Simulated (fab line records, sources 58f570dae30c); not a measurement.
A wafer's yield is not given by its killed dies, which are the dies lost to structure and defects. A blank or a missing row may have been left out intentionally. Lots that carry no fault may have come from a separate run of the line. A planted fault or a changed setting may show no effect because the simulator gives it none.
A struck lot beside a sound one | flow berkeleyCmos170 | 14 steps out of a route of 331
Sound: the wafers L674.4, L674.5, L674.6. Struck: wafer L675.1. The cause is named last.
Per side, at each step with rows, come the tool, then ch with its chambers, and then its first start. Under that, the readings that differ: sound wafers | struck wafers | difference of the means | sigmas: that difference in standard deviations of wafers without a fault.
alike: words and numbers the same on both sides, and readings whose means are apart by under 2 such deviations; not compared: readings that were withheld, readings missing a value for some wafer, numbers with overlapping values and no deviation given by the record, and bounds like >300 which may hide the same value.
Wherever a step has rows on one side only, a row that says differs or no value, or a row with sigmas, the two part there. When numbers do not overlap yet have no deviation, they are printed without sigmas and do not part them. Lack of a reading on every wafer of one side parts them only where that side has two or more wafers.

first, 2 steps without rows for these wafers: UCB170_NLDD_PEB_04; UCB170_NLDD_DEVELOP_05 (develop time 45 s).
UCB170_NLDD_CD_MEAS_06 targets a cd of 1200 nm.
  sound on cdSem-01 at day 8 17:17; struck on cdSem-02 at day 9 01:56
  alike: cdNm
UCB170_NLDD_OVL_MEAS_07:
  sound on overlay-02 at day 8 17:21; struck on overlay-02 at day 9 02:03
  alike: NLDD_OVL
then, 2 steps without rows for these wafers: UCB170_NLDD_IMPLANT_08; UCB170_NLDD_IMPLANT_09.
UCB170_NLDD_STRIP_10: strips in O2.
  sound on plasmaAsher-03 ch 0,1, day 8 17:43; struck on plasmaAsher-01 ch 1, day 9 02:23
reading             | sound | struck | difference                   | sigmas
rfHoursCounterH (h) | - - - | 46     | no value on the sound wafers | 
  alike: drypumpMotorCurrentA, oesProductAu, stripTimeToEndpointS
UCB170_NLDD_TW_MEAS_11:
  sound on filmMetro-02 at day 8 17:48; struck on filmMetro-02 at day 9 02:29
  alike: NLDD_TW
then, 1 step without rows for these wafers: UCB170_NLDD_CLEAN_12 (cleans in SPM, time 600 s).
UCB170_SPACER_CVD_00: deposits SiO2 from TEOS/O2, target thk 376 nm, time 47 s.
  sound on pecvd-01 ch 0,1,2, day 8 18:02; struck on pecvd-01 ch 1, day 9 02:43
  alike: heaterPowerW, susceptorTempC
UCB170_SPACER_THK_MEAS_01:
  sound on filmMetro-01 at day 8 18:05; struck on filmMetro-01 at day 9 02:46
reading              | sound       | struck | difference | sigmas
SPACER_TEOS_THK (nm) | 376 376 377 | 366    | -10        | -2
then, 1 step without rows for these wafers: UCB170_SPACER_ANNEAL_02 (time 1800 s).
UCB170_SPACER_ETCHBACK_03: etches SiO2 in CHF3/CF4/Ar, stops on Si, target depth 376 nm, time 100 s.
  sound on rieDiel-01 ch 1,2,3, day 8 23:37; struck on rieDiel-01 ch 2, day 9 10:02
reading                 | sound             | struck | difference | sigmas
oesProductAu (a.u.)     | 0.915 0.914 0.881 | 1.026  | +0.123     | +7
runLengthS (s)          | 127.5 127.9 128.0 | 87.8   | -40.0      | -83
model.etch.depthNm (nm) | 375.5 375.7 377.4 | 255.4  | -120.8     | 
  alike: cf4FlowSccm, drypumpMotorCurrentA, throttleValvePct
  not compared: rfHoursCounterH
UCB170_M3_PROBE_99:
  rows exist in the record for the sound wafers here (prober-02, day 10 00:29), none for the struck ones

WHERE THEY PART
Earliest at UCB170_NLDD_STRIP_10; latest, in this record, at UCB170_M3_PROBE_99.

WHY: the cause the simulator had injected
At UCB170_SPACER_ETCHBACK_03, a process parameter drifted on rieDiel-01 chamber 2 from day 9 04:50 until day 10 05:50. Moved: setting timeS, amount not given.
